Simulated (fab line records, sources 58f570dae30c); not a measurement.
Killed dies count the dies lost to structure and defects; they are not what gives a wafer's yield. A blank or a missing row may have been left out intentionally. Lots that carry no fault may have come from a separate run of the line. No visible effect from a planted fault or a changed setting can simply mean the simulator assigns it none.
Which tool did it? :: flow berkeleyCmos170 :: 14 lots with 42 wafers sampled at 2 steps, on a route of 331 steps

== WHAT EACH GAUGE READ, for each wafer ==
No reading from a measuring or inspecting step in the record can be judged against a usual standard deviation.

== TOOL THAT RAN EACH LOT (tool first, then ch and the chambers of the sampled wafers, then the start) ==
lot: L787
UCB170_M3_METAL_ETCH_18: rieMetal-04 ch 0,1, day 9 09:19
UCB170_M3_STRIP_19: plasmaAsher-03 ch 0,1, day 9 09:30

lot: L786
UCB170_M3_METAL_ETCH_18: rieMetal-03 ch 0,1, day 9 10:28
UCB170_M3_STRIP_19: plasmaAsher-01 ch 0,1, day 9 10:40

lot: L788
UCB170_M3_METAL_ETCH_18: rieMetal-02 ch 0,1, day 9 15:13
UCB170_M3_STRIP_19: plasmaAsher-03 ch 0,1, day 9 15:24

lot: L789
UCB170_M3_METAL_ETCH_18: rieMetal-04 ch 0,1, day 9 21:00
UCB170_M3_STRIP_19: plasmaAsher-03 ch 0,1, day 9 21:10

lot: L790
UCB170_M3_METAL_ETCH_18: rieMetal-03 ch 0,1, day 10 00:11
UCB170_M3_STRIP_19: plasmaAsher-02 ch 0,1, day 10 00:22

lot: L794
UCB170_M3_METAL_ETCH_18: rieMetal-04 ch 0,1, day 10 14:19
UCB170_M3_STRIP_19: plasmaAsher-03 ch 0,1, day 10 14:31

lot: L796
UCB170_M3_METAL_ETCH_18: rieMetal-04 ch 0,1, day 11 02:44
UCB170_M3_STRIP_19: plasmaAsher-01 ch 0,1, day 11 02:59

lot: L799
UCB170_M3_METAL_ETCH_18: rieMetal-02 ch 0,1, day 11 11:35
UCB170_M3_STRIP_19: plasmaAsher-02 ch 1, day 11 11:47

lot: L800
UCB170_M3_METAL_ETCH_18: rieMetal-03 ch 1, day 11 21:37
UCB170_M3_STRIP_19: plasmaAsher-01 ch 0, day 11 21:48

lot: L806
UCB170_M3_METAL_ETCH_18: rieMetal-02 ch 0,1, day 12 18:48
UCB170_M3_STRIP_19: plasmaAsher-01 ch 0,1, day 12 18:59

lot: L805
UCB170_M3_METAL_ETCH_18: rieMetal-02 ch 0,1, day 12 22:36
UCB170_M3_STRIP_19: plasmaAsher-02 ch 0,1, day 12 22:47

lot: L807
UCB170_M3_METAL_ETCH_18: rieMetal-02 ch 0,1, day 13 14:05
UCB170_M3_STRIP_19: plasmaAsher-03 ch 0,1, day 13 14:16

lot: L809
UCB170_M3_METAL_ETCH_18: rieMetal-04 ch 0,1, day 13 22:49
UCB170_M3_STRIP_19: plasmaAsher-03 ch 0,1, day 13 22:58

lot: L808
UCB170_M3_METAL_ETCH_18: rieMetal-02 ch 0,1, day 14 03:49
UCB170_M3_STRIP_19: plasmaAsher-02 ch 0,1, day 14 03:59
- UCB170_M3_METAL_ETCH_18: etches Al in Cl2/BCl3, stops on SiO2, target depth 1170 nm, time 195 s.
- UCB170_M3_STRIP_19: strips in O2.

== WHAT THE TOOLS THEMSELVES READ (means of the sampled wafers that have a number; where no wafer has one, the mark that the record gives instead) ==
UCB170_M3_METAL_ETCH_18.
lot: L787
tool: rieMetal-04
biasW (W): 120.1
drypumpMotorCurrentA (A): 5.2
mfcCl2Sccm (sccm): 90.11
oesProductAu (a.u.): 0.862
throttleValvePct (%): 24.19

lot: L786
tool: rieMetal-03
biasW (W): 120.1
drypumpMotorCurrentA (A): 5.6
mfcCl2Sccm (sccm): 90.03
oesProductAu (a.u.): 0.866
throttleValvePct (%): 24.40

lot: L788
tool: rieMetal-02
biasW (W): 120.0
drypumpMotorCurrentA (A): 6.4
mfcCl2Sccm (sccm): 90.16
oesProductAu (a.u.): 0.853
throttleValvePct (%): 24.46

lot: L789
tool: rieMetal-04
biasW (W): 119.8
drypumpMotorCurrentA (A): 5.2
mfcCl2Sccm (sccm): 90.03
oesProductAu (a.u.): 0.862
throttleValvePct (%): 24.20

lot: L790
tool: rieMetal-03
biasW (W): 120.1
drypumpMotorCurrentA (A): 5.6
mfcCl2Sccm (sccm): 89.98
oesProductAu (a.u.): 0.869
throttleValvePct (%): 24.41

lot: L794
tool: rieMetal-04
biasW (W): 119.9
drypumpMotorCurrentA (A): 5.4
mfcCl2Sccm (sccm): 89.94
oesProductAu (a.u.): 0.847
throttleValvePct (%): 24.31

lot: L796
tool: rieMetal-04
biasW (W): 120.1
drypumpMotorCurrentA (A): 5.4
mfcCl2Sccm (sccm): 89.94
oesProductAu (a.u.): 0.857
throttleValvePct (%): 24.31

lot: L799
tool: rieMetal-02
biasW (W): 119.9
drypumpMotorCurrentA (A): 6.2
mfcCl2Sccm (sccm): 90.02
oesProductAu (a.u.): 0.854
throttleValvePct (%): 24.56

lot: L800
tool: rieMetal-03
biasW (W): 119.7
drypumpMotorCurrentA (A): 5.7
mfcCl2Sccm (sccm): 90.48
oesProductAu (a.u.): 0.858
throttleValvePct (%): 24.57

lot: L806
tool: rieMetal-02
biasW (W): 120.2
drypumpMotorCurrentA (A): 6.2
mfcCl2Sccm (sccm): 90.17
oesProductAu (a.u.): 0.842
throttleValvePct (%): 24.58

lot: L805
tool: rieMetal-02
biasW (W): 120.0
drypumpMotorCurrentA (A): 6.2
mfcCl2Sccm (sccm): 89.90
oesProductAu (a.u.): 0.849
throttleValvePct (%): 24.56

lot: L807
tool: rieMetal-02
biasW (W): 120.0
drypumpMotorCurrentA (A): 6.2
mfcCl2Sccm (sccm): 89.76
oesProductAu (a.u.): 0.849
throttleValvePct (%): 24.57

lot: L809
tool: rieMetal-04
biasW (W): 120.2
drypumpMotorCurrentA (A): 5.4
mfcCl2Sccm (sccm): 90.13
oesProductAu (a.u.): 0.860
throttleValvePct (%): 24.29

lot: L808
tool: rieMetal-02
biasW (W): 119.9
drypumpMotorCurrentA (A): 6.2
mfcCl2Sccm (sccm): 90.00
oesProductAu (a.u.): 0.842
throttleValvePct (%): 24.58

UCB170_M3_STRIP_19.
lot: L787
tool: plasmaAsher-03
drypumpMotorCurrentA (A): 5.4
oesProductAu (a.u.): 0.541

lot: L786
tool: plasmaAsher-01
drypumpMotorCurrentA (A): 6.1
oesProductAu (a.u.): 0.569

lot: L788
tool: plasmaAsher-03
drypumpMotorCurrentA (A): 5.4
oesProductAu (a.u.): 0.542

lot: L789
tool: plasmaAsher-03
drypumpMotorCurrentA (A): 5.3
oesProductAu (a.u.): 0.549

lot: L790
tool: plasmaAsher-02
drypumpMotorCurrentA (A): 5.6
oesProductAu (a.u.): 0.565

lot: L794
tool: plasmaAsher-03
drypumpMotorCurrentA (A): 5.3
oesProductAu (a.u.): 0.584

lot: L796
tool: plasmaAsher-01
drypumpMotorCurrentA (A): 5.8
oesProductAu (a.u.): 0.587

lot: L799
tool: plasmaAsher-02
drypumpMotorCurrentA (A): 5.4
oesProductAu (a.u.): 0.539

lot: L800
tool: plasmaAsher-01
drypumpMotorCurrentA (A): 5.6
oesProductAu (a.u.): 0.574

lot: L806
tool: plasmaAsher-01
drypumpMotorCurrentA (A): 6.1
oesProductAu (a.u.): 0.548

lot: L805
tool: plasmaAsher-02
drypumpMotorCurrentA (A): 5.9
oesProductAu (a.u.): 0.540

lot: L807
tool: plasmaAsher-03
drypumpMotorCurrentA (A): 5.3
oesProductAu (a.u.): 0.546

lot: L809
tool: plasmaAsher-03
drypumpMotorCurrentA (A): 5.4
oesProductAu (a.u.): 0.556

lot: L808
tool: plasmaAsher-02
drypumpMotorCurrentA (A): 5.9
oesProductAu (a.u.): 0.546

== THE ANSWER, worked out from the rows above alone ==
Rule: usual is defined by the lots themselves. Put in order of their means at a reading, lots are off if they are a third of the lots or fewer, leave a main group of 4 or more, and stand apart from it by a gap of 3 or more times the standard deviation of the main group's means; of several such gaps the widest counts. A main group whose means are all the same, to the digits that the tables above print for the reading, isn't used. A lot without any number at a reading at which 4 lots or more have one is off too. All remaining lots with rows at the step are treated as sound. The gauges are gone through in route order, then the tools' own readings, and for those a lot's mean is taken as printed above. The first step at which some lot is off is used, and at that step the reading that is off furthest; a lot without a number counts as furthest.
No lot is off at any reading shown: from this, nothing can be told.

== WHAT THE SIMULATOR HAD PUT IN ==
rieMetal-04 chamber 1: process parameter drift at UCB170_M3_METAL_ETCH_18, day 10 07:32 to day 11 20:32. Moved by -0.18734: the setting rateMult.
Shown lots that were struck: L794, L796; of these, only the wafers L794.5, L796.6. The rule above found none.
